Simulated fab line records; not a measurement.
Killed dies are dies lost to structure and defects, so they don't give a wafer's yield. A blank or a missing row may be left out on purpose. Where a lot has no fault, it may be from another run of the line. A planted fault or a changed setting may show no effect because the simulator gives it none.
Code-filled problem report in 8D (eight disciplines) form || flow berkeleyCmos170 || the parts of the form that need people (team, actions taken, sign-off) are left out

1. THE ISSUE
Across 6 wafers from 2 lots, CONTACT_PSG_THK at UCB170_CONTACT_THK_MEAS_02 averages 745 nm, while fault-free wafers read 697 nm with a standard deviation of 6.5. Measured from the usual mean, that is +7.4 standard deviations.
Earliest sighting: wafer L207.2 on filmMetro-03 at day 7 17:11. The record holds 42 wafers of 14 lots with a number at this step. Rule for "out" (also "out of limits"): further than 4 standard deviations from the usual mean. Any other wafer with a number is counted as sound.

2. WHAT IT IS AND WHAT IT IS NOT
{"question": "which readings at this step", "is": "CONTACT_PSG_THK", "is not": "-"}
{"question": "which lots", "is": "L207, L209", "is not": "L206, L216, L217, L218, L220, L221, L222, L223, L224, L225, L226, L227"}
{"question": "which wafers of those lots", "is": "all that have a number", "is not": "-"}
{"question": "read on which gauges", "is": "filmMetro-01, filmMetro-03", "is not": "filmMetro-02"}
{"question": "when", "is": "from day 7 17:11", "is not": "up to then (3 sound wafers); but 33 sound wafers of L216, L217, L218, L220, L221, L222, L223, L224, L225, L226, L227 came after"}

3. THE SUSPECTS, EACH WITH WHAT RULES IT OUT
Counting: any tool at a process step up to the reading is kept as a suspect provided that every lot that is out went through it and no sound lot did after the first of them.
- the gauge at UCB170_CONTACT_THK_MEAS_02 has been ruled out. 2 gauges (filmMetro-01, filmMetro-03) read the wafers that are out.
- lpcvd-02 at UCB170_CONTACT_CVD_01 (deposits PSG from SiH4/O2/PH3, target thk 700 nm, time 2820 s): ruled out as a lasting fault. Sound lots L220, L221, L227 ran on it after its first lot that is out, L207 (day 7 15:23).
Left after counting: nothing in the record.

4. THE CAUSE (what the simulator had put in)
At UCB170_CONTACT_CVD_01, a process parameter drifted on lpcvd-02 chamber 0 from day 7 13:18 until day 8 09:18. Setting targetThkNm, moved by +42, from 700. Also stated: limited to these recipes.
It was ruled out by counting, in error; the rule expects a fault to strike all lots run on its tool from its start on, and this fault did not.

5. SEQUENCE OF EFFECTS, ordered by route
Rows list readings where the struck wafers' mean (over those with a number) sits beyond 3 standard deviations from the usual. Only readings whose record carries a usual standard deviation are examined. hours: median over the lots of the time between each lot's start at the first step of this table that gives one and its start at this step. sigmas: the change, counted in usual standard deviations.
{"hours": 0, "step": "UCB170_CONTACT_THK_MEAS_02", "reading": "CONTACT_PSG_THK", "usual": "697 nm", "on struck wafers": 745, "change": "+48", "sigmas": "+7.4"}
{"hours": "-", "step": "UCB170_CONTACT_ETCH_18", "reading": "oesProductAu", "usual": "0.890 a.u.", "on struck wafers": 0.941, "change": "+0.051", "sigmas": "+3.4"}
It contains these process steps:
- UCB170_CONTACT_ETCH_18: etches PSG in CHF3/CF4/Ar, stops on TiSi2, target depth 840 nm, time 195 s.
At these later measuring or inspecting steps, every struck wafer for which the step has a row has a number for every such reading, and none has moved that far: UCB170_M1_CD_MEAS_09.

6. HOW IT WOULD HAVE BEEN CAUGHT EARLIER
4 hours passed between the start of the fault at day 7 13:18 and the first reading out of limits at a measuring or inspecting step in this record, taken at day 7 17:11.
Of the tool readings at UCB170_CONTACT_CVD_01 for which the record gives a usual standard deviation, none was out on any struck wafer, so an alarm limit of 4 standard deviations on them would not have fired.
